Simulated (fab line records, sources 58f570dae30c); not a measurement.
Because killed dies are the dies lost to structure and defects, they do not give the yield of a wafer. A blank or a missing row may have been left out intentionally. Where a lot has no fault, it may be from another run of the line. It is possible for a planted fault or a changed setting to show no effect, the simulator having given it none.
fab line records	flow berkeleyCmos170	part 1 of 2: steps 1 to 27 of 37
[record] lots = 5	wafers = 15	lastDay = 12
route steps=331 shown NWELL@19 PWELL@34 WELLDRIVE@55
lots that met no fault: taken from a fault-free run of the same line
startH: hours from the record's opening day to when the first of the lot's shown wafers began	waitH: hours from the lot's prior step to this one	" same as the row above	L1.1+2: a single row standing in for several wafers	- value missing, or start not given	* or withheld: withheld	< > ~ a bound
route shown NAME@n: NAME is a module with steps in the file, n the number in the route of the first one	usual: mean and standard deviation over wafers with no fault	same: alike in all rows	chamber/n: place in a boat	sites: readings site by site	_std_site: their standard deviation	_edge_site: inner sites' mean taken away from outer sites' mean	radiusMm: for every site, how far away it sits from the centre of the wafer	mask NAME#n: copy n	behind: the last tool/chamber to shape the wafer	hold: why the lot went on hold/how many hours it stayed there/how the hold came to an end	device: names the non-switching transistor (n, p or np)	end of line: the tests these same wafers got at the end of their route	for a step that has no rows: nothing shown but its recipe	killed: dies that structure and defects cost at the first sort, which is not the same as the wafer's yield	map: a wafer's dies, x killed, . not, _ none there
set.NAME: setting as actually run; set.NAME@STEP: the setting as run at that earlier step	model.NAME: the simulator's own value behind a step, which no gauge read
lots at some steps of the route; a table a step, a row a wafer
services: from which hour (startH, from the record's first day; less than 0 if before it) a tool's chamber was out of use, for how many hours, and why
[[steps]]
[step UCB170_NWELL_THK_MEAS_05]
[recipe] reads = Si3N4_of_NWELL_CVD_04
[usual] NWELL_NITRIDE_THK = 223.2/2
lot.wafer	tool	chamber	startH	waitH	NWELL_NITRIDE_THK[nm]
L076.2	filmMetro-04	-	47.70	0.0	221.2
L076.4	"	-	"	"	222.6
L076.6	"	-	"	"	222.2
L080.1	filmMetro-04	-	72.39	0.0	223.1
L080.2	"	-	"	"	221.8
L080.6	"	-	"	"	224.5
L083.1	filmMetro-01	-	83.33	0.0	223.2
L083.4	"	-	"	"	221.6
L083.6	"	-	"	"	220.6
L091.2	filmMetro-01	-	123.76	0.0	223.8
L091.3	"	-	"	"	224.1
L091.6	"	-	"	"	222.9
L093.1	filmMetro-03	-	132.44	0.0	219.8
L093.4	"	-	"	"	220.5
L093.6	"	-	"	"	220.2
[step UCB170_NWELL_HMDS_06]
[recipe] primeTimeS = 60	primeTempC = 100
lot.wafer	tool	chamber	startH	waitH
L076.2+4+6	lithoTrack-04	0	48.81	1.1
L080.1+2+6	lithoTrack-02	0	72.55	0.1
L083.1+4+6	lithoTrack-03	0	83.39	0.1
L091.2+3+6	lithoTrack-03	0	123.83	0.1
L093.1+4+6	lithoTrack-02	0	132.50	0.1
[step UCB170_NWELL_COAT_07]
[recipe] resist = KrF	spinRpm = 1500	resistThkNm = 900
lot.wafer	tool	chamber	startH	waitH
L076.2+4+6	lithoTrack-04	0	48.96	0.1
L080.1+2+6	lithoTrack-02	0	72.70	0.1
L083.1+4+6	lithoTrack-03	0	83.54	0.1
L091.2+3+6	lithoTrack-03	0	123.98	0.1
L093.1+4+6	lithoTrack-02	0	132.65	0.1
[step UCB170_NWELL_SOFTBAKE_08]
[recipe] resist = KrF	tempC = 130	timeS = 60
[usual] heaterPowerTotalW = 56.81/0.046
lot.wafer	tool	chamber	startH	waitH	heaterPowerTotalW
L076.2	lithoTrack-04	0	49.11	0.1	56.70
L076.4	"	0	"	"	56.80
L076.6	"	0	"	"	56.77
L080.1	lithoTrack-02	0	72.85	0.1	56.85
L080.2	"	0	"	"	56.81
L080.6	"	0	"	"	56.79
L083.1	lithoTrack-03	0	83.69	0.1	56.82
L083.4	"	0	"	"	56.78
L083.6	"	0	"	"	56.83
L091.2	lithoTrack-03	0	124.13	0.1	56.82
L091.3	"	0	"	"	56.78
L091.6	"	0	"	"	56.80
L093.1	lithoTrack-02	0	132.80	0.1	56.80
L093.4	"	0	"	"	56.79
L093.6	"	0	"	"	56.83
[step UCB170_NWELL_EXPOSE_09]
[recipe] maskId = NWELL	targetCdNm = 3000	na = 0.5	sigmaOuter = 0.6	sourceShape = conventional	doseMj = 25
[usual] exposureDoseMJCm2 = 25.000/0.023	focusOffsetNm = 0.0/0.59
lot.wafer	tool	chamber	startH	waitH	mask	exposureDoseMJCm2	focusOffsetNm
L076.2	krfScanner-01	0	49.38	0.2	NWELL#0	25.003	-0.7
L076.4	"	0	"	"	NWELL#0	25.016	-0.7
L076.6	"	0	"	"	NWELL#0	24.982	-0.6
L080.1	krfScanner-01	0	73.07	0.2	NWELL#0	24.987	0.0
L080.2	"	0	"	"	NWELL#0	25.018	-0.1
L080.6	"	0	"	"	NWELL#0	25.004	-0.7
L083.1	krfScanner-01	0	83.96	0.2	NWELL#0	25.040	-0.5
L083.4	"	0	"	"	NWELL#0	25.022	0.1
L083.6	"	0	"	"	NWELL#0	25.025	-0.1
L091.2	krfScanner-02	0	124.53	0.4	NWELL#0	24.997	0.4
L091.3	"	0	"	"	NWELL#0	24.992	0.7
L091.6	"	0	"	"	NWELL#0	25.005	0.2
L093.1	krfScanner-01	0	132.95	0.1	NWELL#0	24.971	0.1
L093.4	"	0	"	"	NWELL#0	25.009	-0.1
L093.6	"	0	"	"	NWELL#0	24.976	0.1
[step UCB170_NWELL_PEB_10]
[recipe] pebTempC = 130	pebTimeS = withheld	resist = KrF
[usual] heaterPowerTotalW = 56.81/0.048
lot.wafer	tool	chamber	startH	waitH	heaterPowerTotalW
L076.2	lithoTrack-04	0	50.26	0.9	56.75
L076.4	"	0	"	"	56.78
L076.6	"	0	"	"	56.84
L080.1	lithoTrack-02	0	73.27	0.2	56.75
L080.2	"	0	"	"	56.79
L080.6	"	0	"	"	56.72
L083.1	lithoTrack-03	0	84.29	0.3	56.86
L083.4	"	0	"	"	56.80
L083.6	"	0	"	"	56.85
L091.2	lithoTrack-03	0	125.01	0.5	56.74
L091.3	"	0	"	"	56.79
L091.6	"	0	"	"	56.81
L093.1	lithoTrack-04	0	133.07	0.1	56.80
L093.4	"	0	"	"	56.79
L093.6	"	0	"	"	56.87
[step UCB170_NWELL_DEVELOP_11]
[recipe] developer = TMAH	developTimeS = 45	resist = KrF	devTempC = 21
lot.wafer	tool	chamber	startH	waitH
L076.2+4+6	lithoTrack-04	0	-	-
L080.1+2+6	lithoTrack-02	0	-	-
L083.1+4+6	lithoTrack-03	0	-	-
L091.2+3+6	lithoTrack-03	0	-	-
L093.1+4+6	lithoTrack-04	0	-	-
[step UCB170_NWELL_OVL_MEAS_12]
[usual] NWELL_OVL = -4/4.9
lot.wafer	tool	chamber	startH	waitH	NWELL_OVL[nm]
L076.2	overlay-02	-	50.51	-	1
L076.4	"	-	"	"	2
L076.6	"	-	"	"	-2
L080.1	overlay-02	-	73.55	-	-3
L080.2	"	-	"	"	-12
L080.6	"	-	"	"	2
L083.1	overlay-01	-	84.57	-	1
L083.4	"	-	"	"	8
L083.6	"	-	"	"	3
L091.2	overlay-02	-	125.26	-	-5
L091.3	"	-	"	"	-9
L091.6	"	-	"	"	-2
L093.1	overlay-01	-	133.35	-	-4
L093.4	"	-	"	"	-4
L093.6	"	-	"	"	-12
[step UCB170_NWELL_ETCH_13]
[recipe] chemistry = CH3F/Ar/O2	target = Si3N4	stopOn = SiO2	CH3F_flow_sccm = 20	Ar_flow_sccm = 50	O2_flow_sccm = 7	pressureMtorr = 50	rfW = 450	targetDepthA = 2464	overEtchFrac = 0.1	timeS = 154
[usual] drypumpMotorCurrentA = 5.6/0.35	oesProductAu = 0.940/0.015	rfFwdPowerW = 448.1/1.3	throttleValvePct = 8.06/0.11
[same] overEtchFrac = 0.1
lot.wafer	tool	chamber	startH	waitH	drypumpMotorCurrentA	oesProductAu	rfFwdPowerW	rfHoursCounterH	throttleValvePct
L076.2	rieDiel-02	2	50.54	0.0	5.9	0.935	448.0	72	7.97
L076.4	"	1	"	"	5.3	0.950	449.0	-	8.11
L076.6	"	0	"	"	5.5	0.940	449.1	-	7.85
L080.1	rieDiel-02	0	73.58	0.0	5.6	0.939	449.8	14	7.85
L080.2	"	3	"	"	6.1	0.938	447.7	1	8.06
L080.6	"	3	"	"	6.1	0.947	447.4	-	8.06
L083.1	rieDiel-03	0	84.60	0.0	6.2	0.915	446.9	90	8.16
L083.4	"	1	"	"	5.7	0.948	446.6	3	8.05
L083.6	"	3	"	"	5.9	0.930	448.5	-	8.07
L091.2	rieDiel-01	2	125.29	0.0	5.2	0.958	448.9	12	8.15
L091.3	"	3	"	"	6.0	0.926	448.2	151	8.16
L091.6	"	0	"	"	5.6	0.949	447.2	-	8.00
L093.1	rieDiel-01	2	133.38	0.0	5.2	0.954	451.1	13	8.15
L093.4	"	1	"	"	5.0	0.905	445.0	3	7.82
L093.6	"	3	"	"	6.0	0.915	450.2	-	8.13
[step UCB170_NWELL_IMPLANT_14]
[recipe] species = P	doseCm2 = 1e+13	energyKev = 150	tiltDeg = 7
lot.wafer	tool	chamber	startH	waitH
L076.2+4+6	implanter-02	0	50.67	0.1
L080.1+2+6	implanter-04	0	73.68	0.1
L083.1+4+6	implanter-04	0	84.70	0.1
L091.2+3+6	implanter-01	0	125.42	0.1
L093.1+4+6	implanter-01	0	133.48	0.1
[step UCB170_NWELL_STRIP_15]
[recipe] chemistry = O2	powerW = 400	pressureMtorr = 3500	platenTempC = withheld	o2FlowSccm = 400	overashFraction = 0.5
[usual] drypumpMotorCurrentA = 5.57/0.28	oesProductAu = 0.721/0.0042	stripTimeToEndpointS = 17.96/0.1
[same] overashFraction = 0.5
lot.wafer	tool	chamber	startH	waitH	drypumpMotorCurrentA	oesProductAu	rfHoursCounterH	stripTimeToEndpointS
L076.2	plasmaAsher-03	0	50.80	0.1	5.59	0.723	20	17.93
L076.4	"	1	"	"	5.58	0.714	-	18.00
L076.6	"	1	"	"	5.61	0.723	-	18.00
L080.1	plasmaAsher-01	0	73.83	0.1	5.06	0.717	38	18.09
L080.2	"	1	"	"	5.76	0.721	38	18.21
L080.6	"	0	"	"	5.05	0.725	-	18.18
L083.1	plasmaAsher-03	0	84.85	0.1	5.59	0.725	24	17.96
L083.4	"	0	"	"	5.60	0.718	-	17.91
L083.6	"	1	"	"	5.60	0.709	-	17.97
L091.2	plasmaAsher-03	0	125.55	0.1	5.60	0.727	29	17.95
L091.3	"	1	"	"	5.58	0.714	-	17.90
L091.6	"	0	"	"	5.60	0.720	-	17.86
L093.1	plasmaAsher-03	0	133.63	0.1	5.60	0.715	30	18.05
L093.4	"	0	"	"	5.60	0.723	-	17.99
L093.6	"	1	"	"	5.60	0.728	-	18.03
[step UCB170_NWELL_TW_MEAS_16]
[usual] NWELL_TW = 1237/8.2
lot.wafer	tool	chamber	startH	waitH	NWELL_TW
L076.2	filmMetro-03	-	50.91	0.1	1241
L076.4	"	-	"	"	1232
L076.6	"	-	"	"	1239
L080.1	filmMetro-01	-	73.93	0.1	1240
L080.2	"	-	"	"	1244
L080.6	"	-	"	"	1241
L083.1	filmMetro-04	-	84.95	0.1	1240
L083.4	"	-	"	"	1235
L083.6	"	-	"	"	1229
L091.2	filmMetro-03	-	125.66	0.1	1233
L091.3	"	-	"	"	1233
L091.6	"	-	"	"	1236
L093.1	filmMetro-04	-	133.73	0.1	1229
L093.4	"	-	"	"	1230
L093.6	"	-	"	"	1223
[step UCB170_NWELL_CLEAN_17]
[recipe] chemistry = SPM	tempC = 120	timeS = 600
[usual] bathHeatDutyPct = 13.0/1.4
lot.wafer	tool	chamber	startH	waitH	bathHeatDutyPct
L076.2	wetBench-01	3	51.04	0.1	14.4
L076.4	"	3	"	"	14.6
L076.6	"	3	"	"	13.8
L080.1	wetBench-03	1	75.86	1.9	12.5
L080.2	"	1	"	"	12.5
L080.6	"	1	"	"	11.8
L083.1	wetBench-02	0	85.01	0.1	15.6
L083.4	"	0	"	"	16.4
L083.6	"	0	"	"	15.3
L091.2	wetBench-01	1	125.71	0.0	11.6
L091.3	"	1	"	"	11.7
L091.6	"	1	"	"	13.4
L093.1	wetBench-01	3	133.79	0.1	14.7
L093.4	"	3	"	"	15.2
L093.6	"	3	"	"	14.4
[step UCB170_NWELL_WET_ETCH_18]
[recipe] chemistry = H3PO4	target = Si3N4	tempC = 160	timeS = 14400
[usual] bathHeatDutyPct = 27.1/2.3
lot.wafer	tool	chamber	startH	waitH	bathHeatDutyPct
L076.2	wetBench-01	3	51.39	0.2	28.8
L076.4	"	3	"	"	31.1
L076.6	"	3	"	"	29.5
L080.1	wetBench-03	0	76.03	0.0	22.7
L080.2	"	0	"	"	23.2
L080.6	"	0	"	"	23.3
L083.1	wetBench-02	2	85.71	0.3	24.7
L083.4	"	2	"	"	27.0
L083.6	"	2	"	"	26.7
L091.2	wetBench-03	0	125.90	0.0	24.5
L091.3	"	0	"	"	23.1
L091.6	"	0	"	"	24.4
L093.1	wetBench-02	2	134.00	0.0	25.9
L093.4	"	2	"	"	24.7
L093.6	"	2	"	"	25.6
[step UCB170_NWELL_WET_ETCH_19]
[recipe] chemistry = BOE	dilution = 5:1	target = SiO2	tempC = 25	timeS = 22
[usual] bathHeatDutyPct = 6.3/0.8
lot.wafer	tool	chamber	startH	waitH	bathHeatDutyPct
L076.2	wetBench-03	2	56.64	1.2	6.2
L076.4	"	2	"	"	5.6
L076.6	"	2	"	"	6.3
L080.1	wetBench-02	3	80.04	0.0	6.5
L080.2	"	3	"	"	6.2
L080.6	"	3	"	"	5.2
L083.1	wetBench-01	0	93.73	0.0	6.4
L083.4	"	0	"	"	6.0
L083.6	"	0	"	"	5.8
L091.2	wetBench-03	2	130.08	0.2	6.0
L091.3	"	2	"	"	6.7
L091.6	"	2	"	"	6.2
L093.1	wetBench-03	3	138.01	0.0	6.7
L093.4	"	3	"	"	6.6
L093.6	"	3	"	"	6.4
[step UCB170_PWELL_CLEAN_00]
[recipe] chemistry = SPM	tempC = 120	timeS = 600
[usual] bathHeatDutyPct = 13.6/1.4
lot.wafer	tool	chamber	startH	waitH	bathHeatDutyPct
L076.2	wetBench-03	1	57.01	0.3	12.1
L076.4	"	1	"	"	11.6
L076.6	"	1	"	"	12.2
L080.1	wetBench-03	3	80.07	0.0	14.0
L080.2	"	3	"	"	14.2
L080.6	"	3	"	"	13.1
L083.1	wetBench-02	0	93.75	0.0	14.3
L083.4	"	0	"	"	15.6
L083.6	"	0	"	"	15.4
L091.2	wetBench-01	0	130.32	0.2	13.5
L091.3	"	0	"	"	12.9
L091.6	"	0	"	"	15.4
L093.1	wetBench-02	0	138.03	0.0	15.7
L093.4	"	0	"	"	14.9
L093.6	"	0	"	"	14.9
[step UCB170_PWELL_CLEAN_01]
[recipe] chemistry = dHF	dilution = 25:1	timeS = 60
lot.wafer	tool	chamber	startH	waitH
L076.2+4+6	wetBench-03	1	57.42	0.2
L080.1+2+6	wetBench-02	2	80.25	0.0
L083.1+4+6	wetBench-01	2	93.92	0.0
L091.2+3+6	wetBench-01	1	130.55	0.0
L093.1+4+6	wetBench-03	2	138.20	0.0
[step UCB170_PWELL_OXIDATION_02]
[recipe] tempC = 1000	ambient = O2	targetThkA = 264	oxTimeS = 1260
[usual] zonePowerLoadPct = 32/4.2
lot.wafer	tool	chamber	startH	waitH	zonePowerLoadPct
L076.2	furnace-04	0	57.94	0.5	27
L076.4	"	0	"	"	27
L076.6	"	0	"	"	28
L080.1	furnace-02	0	84.70	4.4	37
L080.2	"	0	"	"	36
L080.6	"	0	"	"	36
L083.1	furnace-02	0	98.90	4.9	36
L083.4	"	0	"	"	36
L083.6	"	0	"	"	37
L091.2	furnace-04	0	135.42	4.8	27
L091.3	"	0	"	"	27
L091.6	"	0	"	"	27
L093.1	furnace-04	0	142.77	4.5	27
L093.4	"	0	"	"	27
L093.6	"	0	"	"	27
[step UCB170_PWELL_THK_MEAS_03]
[recipe] reads = SiO2_of_PWELL_OXIDATION_02
[usual] PWELL_OXIDE_THK = 26.2/0.46
lot.wafer	tool	chamber	startH	waitH	PWELL_OXIDE_THK[nm]
L076.2	filmMetro-01	-	59.30	0.0	26.8
L076.4	"	-	"	"	26.1
L076.6	"	-	"	"	26.7
L080.1	filmMetro-02	-	86.05	0.0	25.8
L080.2	"	-	"	"	26.2
L080.6	"	-	"	"	26.4
L083.1	filmMetro-02	-	100.25	0.0	25.7
L083.4	"	-	"	"	25.9
L083.6	"	-	"	"	26.6
L091.2	filmMetro-03	-	136.78	0.0	26.2
L091.3	"	-	"	"	26.3
L091.6	"	-	"	"	26.1
L093.1	filmMetro-01	-	144.12	0.0	25.7
L093.4	"	-	"	"	26.3
L093.6	"	-	"	"	26.1
[step UCB170_PWELL_ANNEAL_04]
[recipe] tempC = 1000	timeS = 900	ambient = N2
[usual] zonePowerLoadPct = 32/4.8
lot.wafer	tool	chamber	startH	waitH	zonePowerLoadPct
L076.2	furnace-04	0	66.70	7.4	26
L076.4	"	0	"	"	27
L076.6	"	0	"	"	27
L080.1	furnace-04	0	90.25	4.2	27
L080.2	"	0	"	"	27
L080.6	"	0	"	"	27
L083.1	furnace-04	0	104.25	4.0	27
L083.4	"	0	"	"	27
L083.6	"	0	"	"	27
L091.2	furnace-02	0	141.71	4.9	37
L091.3	"	0	"	"	37
L091.6	"	0	"	"	36
L093.1	furnace-04	0	148.46	4.3	28
L093.4	"	0	"	"	27
L093.6	"	0	"	"	26
[step UCB170_PWELL_CVD_05]
[recipe] material = Si3N4	targetThkNm = 220	tempC = 800	precursor = SiH2Cl2/NH3	timeS = 3300	pressureMtorr = 200	sih2cl2FlowSccm = 25	nh3FlowSccm = 75
[usual] pressureMtorr = 200.0/0.45	zonePowerLoadPct = 19.3/1.7
lot.wafer	tool	chamber	startH	waitH	pressureMtorr	zonePowerLoadPct
L076.2	lpcvd-01	0	67.95	0.0	199.2	17.5
L076.4	"	0	"	"	198.7	16.9
L076.6	"	0	"	"	198.9	17.2
L080.1	lpcvd-02	0	91.50	0.0	199.9	21.6
L080.2	"	0	"	"	199.9	21.4
L080.6	"	0	"	"	200.6	21.3
L083.1	lpcvd-01	0	105.50	0.0	200.2	17.1
L083.4	"	0	"	"	200.3	17.3
L083.6	"	0	"	"	200.2	17.3
L091.2	lpcvd-01	0	142.96	0.0	199.5	17.0
L091.3	"	0	"	"	199.3	17.1
L091.6	"	0	"	"	200.0	17.1
L093.1	lpcvd-02	0	149.71	0.0	200.4	21.4
L093.4	"	0	"	"	199.8	21.6
L093.6	"	0	"	"	199.9	21.4
[step UCB170_PWELL_THK_MEAS_06]
[recipe] reads = Si3N4_of_PWELL_CVD_05
[usual] PWELL_NITRIDE_THK = 219.1/2.2
lot.wafer	tool	chamber	startH	waitH	PWELL_NITRIDE_THK[nm]
L076.2	filmMetro-01	-	69.88	0.0	221.4
L076.4	"	-	"	"	219.3
L076.6	"	-	"	"	220.1
L080.1	filmMetro-03	-	93.41	0.0	220.2
L080.2	"	-	"	"	220.3
L080.6	"	-	"	"	219.2
L083.1	filmMetro-02	-	107.47	0.1	220.4
L083.4	"	-	"	"	219.5
L083.6	"	-	"	"	220.0
L091.2	filmMetro-03	-	144.89	0.0	220.6
L091.3	"	-	"	"	219.4
L091.6	"	-	"	"	218.1
L093.1	filmMetro-03	-	151.62	0.0	219.1
L093.4	"	-	"	"	220.2
L093.6	"	-	"	"	220.6
[step UCB170_PWELL_HMDS_07]
[recipe] primeTimeS = 60	primeTempC = 100
lot.wafer	tool	chamber	startH	waitH
L076.2+4+6	lithoTrack-01	0	70.06	0.2
L080.1+2+6	lithoTrack-01	0	93.75	0.3
L083.1+4+6	lithoTrack-01	0	107.59	0.1
L091.2+3+6	lithoTrack-01	0	144.97	0.1
L093.1+4+6	lithoTrack-04	0	152.17	0.5
[step UCB170_PWELL_COAT_08]
[recipe] resist = KrF	spinRpm = 1500	resistThkNm = 900
lot.wafer	tool	chamber	startH	waitH
L076.2+4+6	lithoTrack-01	0	70.21	0.1
L080.1+2+6	lithoTrack-01	0	93.90	0.1
L083.1+4+6	lithoTrack-01	0	107.74	0.1
L091.2+3+6	lithoTrack-01	0	145.12	0.1
L093.1+4+6	lithoTrack-04	0	152.32	0.1
[step UCB170_PWELL_SOFTBAKE_09]
[recipe] resist = KrF	tempC = 130	timeS = 60
[usual] heaterPowerTotalW = 56.81/0.047
lot.wafer	tool	chamber	startH	waitH	heaterPowerTotalW
L076.2	lithoTrack-01	0	70.36	0.1	56.79
L076.4	"	0	"	"	56.66
L076.6	"	0	"	"	56.85
L080.1	lithoTrack-01	0	94.05	0.1	56.87
L080.2	"	0	"	"	56.87
L080.6	"	0	"	"	56.82
L083.1	lithoTrack-01	0	107.89	0.1	56.78
L083.4	"	0	"	"	56.81
L083.6	"	0	"	"	56.81
L091.2	lithoTrack-01	0	145.27	0.1	56.77
L091.3	"	0	"	"	56.83
L091.6	"	0	"	"	56.72
L093.1	lithoTrack-04	0	152.47	0.1	56.83
L093.4	"	0	"	"	56.82
L093.6	"	0	"	"	56.85
[step UCB170_PWELL_EXPOSE_10]
[recipe] maskId = PWELL	targetCdNm = 3000	na = 0.5	sigmaOuter = 0.6	sourceShape = conventional	doseMj = 19
[usual] exposureDoseMJCm2 = 19.000/0.022	focusOffsetNm = 0.0/0.45
lot.wafer	tool	chamber	startH	waitH	mask	exposureDoseMJCm2	focusOffsetNm
L076.2	krfScanner-01	0	70.62	0.2	PWELL#0	19.001	0.3
L076.4	"	0	"	"	PWELL#0	19.037	-0.6
L076.6	"	0	"	"	PWELL#0	19.008	-0.5
L080.1	krfScanner-01	0	94.20	0.1	PWELL#0	19.049	-0.2
L080.2	"	0	"	"	PWELL#0	18.996	-0.2
L080.6	"	0	"	"	PWELL#0	18.991	0.1
L083.1	krfScanner-02	0	108.28	0.4	PWELL#0	18.992	-0.2
L083.4	"	0	"	"	PWELL#0	18.990	0.0
L083.6	"	0	"	"	PWELL#0	19.010	0.1
L091.2	krfScanner-01	0	145.41	0.1	PWELL#0	19.022	0.2
L091.3	"	0	"	"	PWELL#0	19.013	0.1
L091.6	"	0	"	"	PWELL#0	19.005	0.2
L093.1	krfScanner-02	0	152.67	0.2	PWELL#0	19.034	0.0
L093.4	"	0	"	"	PWELL#0	19.021	0.2
L093.6	"	0	"	"	PWELL#0	19.032	-0.2
[step UCB170_PWELL_PEB_11]
[recipe] pebTempC = 130	pebTimeS = withheld	resist = KrF
[usual] heaterPowerTotalW = 56.80/0.05
lot.wafer	tool	chamber	startH	waitH	heaterPowerTotalW
L076.2	lithoTrack-04	0	70.96	0.3	56.75
L076.4	"	0	"	"	56.73
L076.6	"	0	"	"	56.79
L080.1	lithoTrack-02	0	94.70	0.5	56.82
L080.2	"	0	"	"	56.70
L080.6	"	0	"	"	56.83
L083.1	lithoTrack-04	0	108.40	0.1	56.77
L083.4	"	0	"	"	56.79
L083.6	"	0	"	"	56.79
L091.2	lithoTrack-02	0	145.53	0.1	56.81
L091.3	"	0	"	"	56.84
L091.6	"	0	"	"	56.88
L093.1	lithoTrack-04	0	152.89	0.2	56.83
L093.4	"	0	"	"	56.77
L093.6	"	0	"	"	56.83
